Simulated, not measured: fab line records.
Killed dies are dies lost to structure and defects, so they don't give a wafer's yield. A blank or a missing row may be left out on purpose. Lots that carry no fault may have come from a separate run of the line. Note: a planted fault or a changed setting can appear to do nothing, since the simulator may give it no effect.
Comparing a struck lot with a sound one	flow rit_cmos	18 steps out of a route of 202
Sound: wafers L285.3, L285.4, L285.6. Wafers L295.2, L295.3, L295.4 were the ones struck. The cause is given at the end.
Per side, at each step with rows, come the tool, then ch with its chambers, and then its first start. Under that, the readings that differ: sound wafers	struck wafers	difference of the means	sigmas: that difference in standard deviations of wafers without a fault.
alike: readings whose means differ by less than 2 such deviations, and words and numbers that are the same on both sides. not compared: withheld readings, readings that some wafer has no value for, bounds like >300 that may hide the same value, and numbers for which the record gives no deviation and whose values overlap.
A row with sigmas, a row that says differs or no value, or rows on one side alone: a step with any of these is where the two part. Non-overlapping numbers with no deviation appear without sigmas and do not part them. A reading that every wafer of one side lacks parts them only if that side has two wafers or more.

first, 4 steps without rows for these wafers: RIT_PSD_SOFTBAKE_02 (time 60 s); RIT_PSD_EXPOSE_03 (exposes mask M10, target cd 40900 nm); RIT_PSD_PEB_04; RIT_PSD_DEVELOP_05 (develop time 50 s).
RIT_PSD_OVL_MEAS_06:
  sound on overlay-02 at day 4 08:55; struck on overlay-01 at day 6 03:55
reading	sound	struck	difference	sigmas
PSD_OVL (nm)	-0.1 -1.6 -0.1	2.4 3.3 3.4	+3.6	+2
then, 2 steps without rows for these wafers: RIT_PSD_HARDBAKE_07 (time 60 s); RIT_PSD_IMPLANT_08.
RIT_PSD_STRIP_09: strips in O2, time 180 s.
  sound on plasma_asher-01 ch 0,1, day 4 09:18; struck on plasma_asher-03 ch 0,1, day 6 04:14
  alike: chamber_pressure_mTorr, drypump_motor_current_A, o2_flow_sccm
  not compared: rf_hours_counter_h
RIT_PSD_TW_MEAS_10:
  sound on film_metro-04 at day 4 09:26; struck on film_metro-03 at day 6 04:25
  alike: PSD_TW
then, 3 steps without rows for these wafers: RIT_SDANNEAL_CLEAN_00 (cleans in SC1, time 600 s); RIT_SDANNEAL_CLEAN_01 (cleans in dHF, time 29.45 s); RIT_SDANNEAL_CLEAN_02 (cleans in SC2, time 600 s).
RIT_SDANNEAL_RTA_03: time 5 s.
  sound on rtp_anneal-02 ch 0, day 4 09:52; struck on rtp_anneal-02 ch 0, day 6 04:55
  alike: wafer_temp_C_max
RIT_SDANNEAL_RS_MEAS_04: a four-point-probe measurement.
  sound on film_metro-04 at day 4 09:56; struck on film_metro-02 at day 6 04:59
reading	sound	struck	difference	sigmas
PSD_RS (ohm/sq)	116.4 116.0 116.1	128.0 128.1 128.6	+12.1	+40
RIT_SDANNEAL_RS_MEAS_05: a four-point-probe measurement.
  sound on film_metro-04 at day 4 10:04; struck on film_metro-02 at day 6 05:07
  alike: NSD_RS
RIT_SDANNEAL_RS_MEAS_06: a four-point-probe measurement.
  sound on film_metro-04 at day 4 10:11; struck on film_metro-02 at day 6 05:14
reading	sound	struck	difference	sigmas
PLDD_RS (ohm/sq)	178.8 178.5 178.5	190.9 191.2 191.4	+12.6	+23
RIT_SDANNEAL_RS_MEAS_07: a four-point-probe measurement.
  sound on film_metro-04 at day 4 10:18; struck on film_metro-02 at day 6 05:21
  alike: NLDD_RS
RIT_M1_PROBE_99:
  sound on prober-01 at day 4 17:23; struck on prober-01 at day 6 12:52
reading	sound	struck	difference	sigmas
model.etest.pmos_turned.r_on_ohm_um	3391 3460 3435	3680 3783 3708	+295	
model.etest.pmos_0p3.r_on_ohm_um	6039 6157 6022	6318 6397 6325	+274	
model.etest.pmos_0p15.drive_ua_um_rim_less_centre	-0.3242 1.051 -1.502	-44.86 -41.33 -42.88	-42.76	
model.etest.pmos_0p15.drive_ua_um_range	3.211 5.119 2.967	46.52 41.83 44.68	+40.58	
model.etest.pldd.rs_ohm_sq_rim_less_centre	-1.78 -0.9999 1.789	36.19 33.67 36.49	+35.78	
model.etest.pmos_turned.drive_ua_um	194 191.8 189.8	166.1 162.3 163.6	-27.9	
model.etest.pldd.rs_ohm_sq_range	5.647 6.07 11.65	37.81 35.63 40.19	+30.09	
  alike: killed_at_contacts, killed_at_front_end, killed_dies, killed_open, killed_short
  not compared: model.etest.pmos_0p15.r_on_ohm_um

WHERE THEY PART
At RIT_PSD_OVL_MEAS_06 first; at RIT_SDANNEAL_RS_MEAS_06 last (within this record only). Later steps at which nothing parts them and some readings are alike: RIT_SDANNEAL_RS_MEAS_07, RIT_M1_PROBE_99.

WHY: what the simulator had put in
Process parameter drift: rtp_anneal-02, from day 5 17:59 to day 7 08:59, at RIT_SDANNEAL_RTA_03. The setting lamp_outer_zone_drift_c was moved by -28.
